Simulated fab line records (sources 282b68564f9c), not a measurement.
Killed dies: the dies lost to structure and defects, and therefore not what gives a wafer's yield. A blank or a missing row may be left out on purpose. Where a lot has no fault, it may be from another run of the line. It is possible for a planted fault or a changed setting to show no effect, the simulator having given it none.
Comparing a struck lot with a sound one | flow rit_cmos | 15 steps out of a route of 202
Sound: the wafers L313.1, L313.2, L313.4. Wafers L329.1, L329.3, L329.5 were the ones struck. The cause is named last.
Order at every step that has rows: each side's tool, ch and its chambers, its first start. Under that, the readings that differ: sound wafers | struck wafers | difference of the means | sigmas: that difference in standard deviations of wafers without a fault.
alike: readings whose means differ by less than 2 such deviations, and words and numbers that are the same on both sides. not compared: withheld readings, readings that some wafer has no value for, bounds like >300 that may hide the same value, and numbers for which the record gives no deviation and whose values overlap.
Wherever a step has rows on one side only, a row that says differs or no value, or a row with sigmas, the two part there. Numbers that have no deviation but don't overlap get no sigmas and don't part them. A reading that every wafer of one side lacks parts them only if that side has two wafers or more.

first, 5 steps without rows for these wafers: RIT_NWELL_COAT_01 (resist thk 1300 nm); RIT_NWELL_SOFTBAKE_02 (time 60 s); RIT_NWELL_EXPOSE_03 (exposes mask M2, target cd 43900 nm); RIT_NWELL_PEB_04; RIT_NWELL_DEVELOP_05 (develop time 68 s).
RIT_NWELL_OVL_MEAS_06:
  sound: overlay-01 at day 2 01:39; struck: overlay-01 at day 5 11:38
  alike: NWELL_OVL
then, 2 steps without rows for these wafers: RIT_NWELL_HARDBAKE_07 (time 120 s); RIT_NWELL_IMPLANT_08.
RIT_NWELL_STRIP_09: strips in O2, time 180 s.
  sound on plasma_asher-04 ch 0,1, day 2 02:05; struck on plasma_asher-03 ch 0,1, day 5 12:04
  alike: drypump_motor_current_A
  not compared: rf_hours_counter_h
RIT_NWELL_TW_MEAS_10:
  sound: film_metro-01 at day 2 02:16; struck: film_metro-01 at day 5 12:14
  alike: NWELL_TW
then, 2 steps without rows for these wafers: RIT_PWELL_HMDS_00 (prime time 60 s); RIT_PWELL_COAT_01 (resist thk 1300 nm).
RIT_PWELL_SOFTBAKE_02: time 60 s.
  sound on litho_track-01 ch 0, day 2 02:37; struck on litho_track-04 ch 0, day 5 12:36
  reading                  | sound             | struck            | difference                    | sigmas
  heater_power_total_W (W) | 34.58 34.56 34.54 | 36.23 36.24 36.30 | +1.70                         | +35
  plate_temp_C (C)         | 90.08 89.92 89.97 | - - -             | no value on the struck wafers |
  run_length_s (s)         | 89.51 89.21 89.23 | 80.11 80.48 80.09 | -9.09                         | -40
then, 1 step without rows for these wafers: RIT_PWELL_EXPOSE_03 (exposes mask M3, target cd 43700 nm).
RIT_M1_PROBE_99:
  sound: prober-02 at day 3 15:26; struck: prober-02 at day 7 02:20
  alike: killed_at_contacts, killed_at_front_end, killed_dies, killed_open, killed_short

WHERE THEY PART
Only at RIT_PWELL_SOFTBAKE_02, as far as this record shows. Later steps at which nothing parts them and some readings are alike: RIT_M1_PROBE_99.

WHY: what the simulator had put in
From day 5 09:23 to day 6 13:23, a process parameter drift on litho_track-04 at RIT_PWELL_SOFTBAKE_02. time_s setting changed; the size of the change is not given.
